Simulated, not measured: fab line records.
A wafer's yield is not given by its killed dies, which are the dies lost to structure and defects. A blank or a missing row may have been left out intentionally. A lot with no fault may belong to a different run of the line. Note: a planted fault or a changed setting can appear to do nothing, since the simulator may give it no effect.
The tool behind it: which one? || flow berkeley cmos170 || Sampling: 14 lots, 42 wafers, 4 of 331 route steps

WHAT THE GAUGES READ, wafer by wafer
UCB170_PVT_OVL_MEAS_06.
{"lot": "L957", "measured": "day 7 15:04", "on": "overlay-02", "PVT_OVL (nm)": "1 0 -2"}
{"lot": "L958", "measured": "day 7 15:14", "on": "overlay-01", "PVT_OVL (nm)": "5 7 8"}
{"lot": "L960", "measured": "day 7 15:20", "on": "overlay-02", "PVT_OVL (nm)": "-1 3 -14"}
{"lot": "L959", "measured": "day 7 15:30", "on": "overlay-01", "PVT_OVL (nm)": "-7 -7 4"}
{"lot": "L962", "measured": "day 7 15:37", "on": "overlay-02", "PVT_OVL (nm)": "4 6 5"}
{"lot": "L965", "measured": "day 8 14:01", "on": "overlay-02", "PVT_OVL (nm)": "-2 -4 -6"}
{"lot": "L966", "measured": "day 9 05:16", "on": "overlay-02", "PVT_OVL (nm)": "1 -8 -14"}
{"lot": "L964", "measured": "day 9 05:26", "on": "overlay-01", "PVT_OVL (nm)": "-2 -1 4"}
{"lot": "L967", "measured": "day 9 05:32", "on": "overlay-02", "PVT_OVL (nm)": "3 6 -4"}
{"lot": "L968", "measured": "day 9 05:50", "on": "overlay-02", "PVT_OVL (nm)": "-10 -12 -12"}
{"lot": "L970", "measured": "day 9 15:17", "on": "overlay-02", "PVT_OVL (nm)": "-2 -6 0"}
{"lot": "L976", "measured": "day 10 11:46", "on": "overlay-01", "PVT_OVL (nm)": "-4 4 -1"}
{"lot": "L977", "measured": "day 11 04:46", "on": "overlay-02", "PVT_OVL (nm)": "7 4 3"}
{"lot": "L978", "measured": "day 11 19:44", "on": "overlay-02", "PVT_OVL (nm)": "0 -6 -6"}

UCB170_FIELD_THK_MEAS_91.
{"lot": "L957", "measured": "day 7 15:28", "on": "film metro-03", "FIELD_OXIDE_LEFT_2_THK (nm)": "361 367 365"}
{"lot": "L958", "measured": "day 7 15:40", "on": "film metro-02", "FIELD_OXIDE_LEFT_2_THK (nm)": "359 357 361"}
{"lot": "L960", "measured": "day 7 15:46", "on": "film metro-03", "FIELD_OXIDE_LEFT_2_THK (nm)": "358 352 354"}
{"lot": "L959", "measured": "day 7 15:55", "on": "film metro-02", "FIELD_OXIDE_LEFT_2_THK (nm)": "362 367 367"}
{"lot": "L962", "measured": "day 7 16:02", "on": "film metro-03", "FIELD_OXIDE_LEFT_2_THK (nm)": "360 365 372"}
{"lot": "L965", "measured": "day 8 14:29", "on": "film metro-03", "FIELD_OXIDE_LEFT_2_THK (nm)": "365 376 369"}
{"lot": "L966", "measured": "day 9 07:24", "on": "film metro-03", "FIELD_OXIDE_LEFT_2_THK (nm)": "352 361 355"}
{"lot": "L964", "measured": "day 9 07:24", "on": "film metro-04", "FIELD_OXIDE_LEFT_2_THK (nm)": "371 360 371"}
{"lot": "L967", "measured": "day 9 07:24", "on": "film metro-02", "FIELD_OXIDE_LEFT_2_THK (nm)": "355 356 355"}
{"lot": "L968", "measured": "day 9 07:29", "on": "film metro-02", "FIELD_OXIDE_LEFT_2_THK (nm)": "365 363 365"}
{"lot": "L970", "measured": "day 9 15:41", "on": "film metro-02", "FIELD_OXIDE_LEFT_2_THK (nm)": "353 357 342"}
{"lot": "L976", "measured": "day 10 12:10", "on": "film metro-04", "FIELD_OXIDE_LEFT_2_THK (nm)": "344 348 353"}
{"lot": "L977", "measured": "day 11 05:11", "on": "film metro-02", "FIELD_OXIDE_LEFT_2_THK (nm)": "349 341 352"}
{"lot": "L978", "measured": "day 11 20:13", "on": "film metro-04", "FIELD_OXIDE_LEFT_2_THK (nm)": "342 335 342"}

UCB170_NLDD_CD_MEAS_06: target cd 1200 nm.
{"lot": "L957", "measured": "day 8 14:08", "on": "cd sem-01", "cd nm (nm)": "1198.6 1199.5 1198.4"}
{"lot": "L958", "measured": "day 8 12:34", "on": "cd sem-01", "cd nm (nm)": "1200.3 1200.1 1199.6"}
{"lot": "L960", "measured": "day 8 13:54", "on": "cd sem-01", "cd nm (nm)": "1200.4 1200.8 1200.4"}
{"lot": "L959", "measured": "day 8 12:42", "on": "cd sem-01", "cd nm (nm)": "1201.2 1201.4 1200.9"}
{"lot": "L962", "measured": "day 8 14:00", "on": "cd sem-01", "cd nm (nm)": "1201.1 1200.2 1201.1"}
{"lot": "L965", "measured": "day 9 13:43", "on": "cd sem-01", "cd nm (nm)": "1200.3 1200.6 1199.5"}
{"lot": "L966", "measured": "day 9 22:26", "on": "cd sem-02", "cd nm (nm)": "1201.4 1200.6 1199.3"}
{"lot": "L964", "measured": "day 9 22:47", "on": "cd sem-02", "cd nm (nm)": "1200.5 1200.6 1200.2"}
{"lot": "L967", "measured": "day 9 23:19", "on": "cd sem-02", "cd nm (nm)": "1200.2 1200.8 1200.8"}
{"lot": "L968", "measured": "day 9 23:53", "on": "cd sem-01", "cd nm (nm)": "1199.5 1201.7 1200.9"}
{"lot": "L970", "measured": "day 10 13:28", "on": "cd sem-02", "cd nm (nm)": "1199.4 1199.8 1198.5"}
{"lot": "L976", "measured": "day 11 08:44", "on": "cd sem-01", "cd nm (nm)": "1202.4 1200.3 1200.5"}
{"lot": "L977", "measured": "day 12 08:19", "on": "cd sem-01", "cd nm (nm)": "1200.0 1201.4 1200.5"}
{"lot": "L978", "measured": "day 12 12:40", "on": "cd sem-02", "cd nm (nm)": "1197.2 1196.7 1197.0"}

TOOL THAT RAN EACH LOT (tool first, then ch and the chambers of the sampled wafers, then the start)
{"lot": "L957", "UCB170_PLDD_EXPOSE_03": "krf scanner-02 ch 0, day 8 10:13"}
{"lot": "L958", "UCB170_PLDD_EXPOSE_03": "krf scanner-01 ch 0, day 8 09:35"}
{"lot": "L960", "UCB170_PLDD_EXPOSE_03": "krf scanner-02 ch 0, day 8 09:57"}
{"lot": "L959", "UCB170_PLDD_EXPOSE_03": "krf scanner-02 ch 0, day 8 09:48"}
{"lot": "L962", "UCB170_PLDD_EXPOSE_03": "krf scanner-02 ch 0, day 8 10:03"}
{"lot": "L965", "UCB170_PLDD_EXPOSE_03": "krf scanner-01 ch 0, day 9 11:13"}
{"lot": "L966", "UCB170_PLDD_EXPOSE_03": "krf scanner-01 ch 0, day 9 19:06"}
{"lot": "L964", "UCB170_PLDD_EXPOSE_03": "krf scanner-01, day 9 19:28"}
{"lot": "L967", "UCB170_PLDD_EXPOSE_03": "krf scanner-01, day 9 20:02"}
{"lot": "L968", "UCB170_PLDD_EXPOSE_03": "krf scanner-01 ch 0, day 9 20:20"}
{"lot": "L970", "UCB170_PLDD_EXPOSE_03": "krf scanner-01 ch 0, day 10 11:15"}
{"lot": "L976", "UCB170_PLDD_EXPOSE_03": "krf scanner-01 ch 0, day 11 05:20"}
{"lot": "L977", "UCB170_PLDD_EXPOSE_03": "krf scanner-01 ch 0, day 12 04:26"}
{"lot": "L978", "UCB170_PLDD_EXPOSE_03": "krf scanner-01 ch 0, day 12 10:09"}
- UCB170_PLDD_EXPOSE_03: exposes mask PSELECT, target cd 1200 nm.

AS READ BY THE TOOLS THEMSELVES (means over the sampled wafers that have a number; for cases with no such wafer, the mark the record gives instead)
UCB170_PLDD_EXPOSE_03.
{"lot": "L957", "tool": "krf scanner-02", "exposure dose mJ cm2": 29.99, "focus offset nm (nm)": 0.2}
{"lot": "L958", "tool": "krf scanner-01", "exposure dose mJ cm2": 30.02, "focus offset nm (nm)": 0.4}
{"lot": "L960", "tool": "krf scanner-02", "exposure dose mJ cm2": 30.00, "focus offset nm (nm)": 0.7}
{"lot": "L959", "tool": "krf scanner-02", "exposure dose mJ cm2": 29.95, "focus offset nm (nm)": -0.3}
{"lot": "L962", "tool": "krf scanner-02", "exposure dose mJ cm2": 30.02, "focus offset nm (nm)": 0.3}
{"lot": "L965", "tool": "krf scanner-01", "exposure dose mJ cm2": 30.04, "focus offset nm (nm)": 0.2}
{"lot": "L966", "tool": "krf scanner-01", "exposure dose mJ cm2": 29.98, "focus offset nm (nm)": 0.1}
{"lot": "L964", "tool": "krf scanner-01", "exposure dose mJ cm2": "-", "focus offset nm (nm)": "-"}
{"lot": "L967", "tool": "krf scanner-01", "exposure dose mJ cm2": "-", "focus offset nm (nm)": "-"}
{"lot": "L968", "tool": "krf scanner-01", "exposure dose mJ cm2": 30.00, "focus offset nm (nm)": 0.1}
{"lot": "L970", "tool": "krf scanner-01", "exposure dose mJ cm2": 30.03, "focus offset nm (nm)": -0.1}
{"lot": "L976", "tool": "krf scanner-01", "exposure dose mJ cm2": 29.99, "focus offset nm (nm)": -0.2}
{"lot": "L977", "tool": "krf scanner-01", "exposure dose mJ cm2": 29.96, "focus offset nm (nm)": 0.3}
{"lot": "L978", "tool": "krf scanner-01", "exposure dose mJ cm2": 29.98, "focus offset nm (nm)": 0.6}

THE ANSWER, worked out from the rows above alone
Rule: the usual values come from the lots themselves. Put in order of their means at a reading, lots are off if they are a third of the lots or fewer, leave a main group of 4 or more, and stand apart from it by a gap of 3 or more times the standard deviation of the main group's means; of several such gaps the widest counts. The tables above print the reading to a certain number of digits; a main group whose means all agree to those digits is not used. Also off: a lot with no number at a reading for which 4 or more lots have one. All remaining lots with rows at the step are treated as sound. Order of review: gauges by route order, followed by the tools' own readings, for which a lot's mean as printed above is used. The first step at which some lot is off is used, and at that step the reading that is off furthest; a lot without a number counts as furthest.
Off: L964, L967 (UCB170_PLDD_EXPOSE_03, exposure dose mJ cm2). Without a number there: L964, L967. Main group: mean 30.00, sd 0.026.
If a tool, at that step or one of the process steps before it, ran each lot that is off and ran no sound lot following the first of them, it fits. None of those tried fits.

WHAT HAD BEEN PUT IN BY THE SIMULATOR
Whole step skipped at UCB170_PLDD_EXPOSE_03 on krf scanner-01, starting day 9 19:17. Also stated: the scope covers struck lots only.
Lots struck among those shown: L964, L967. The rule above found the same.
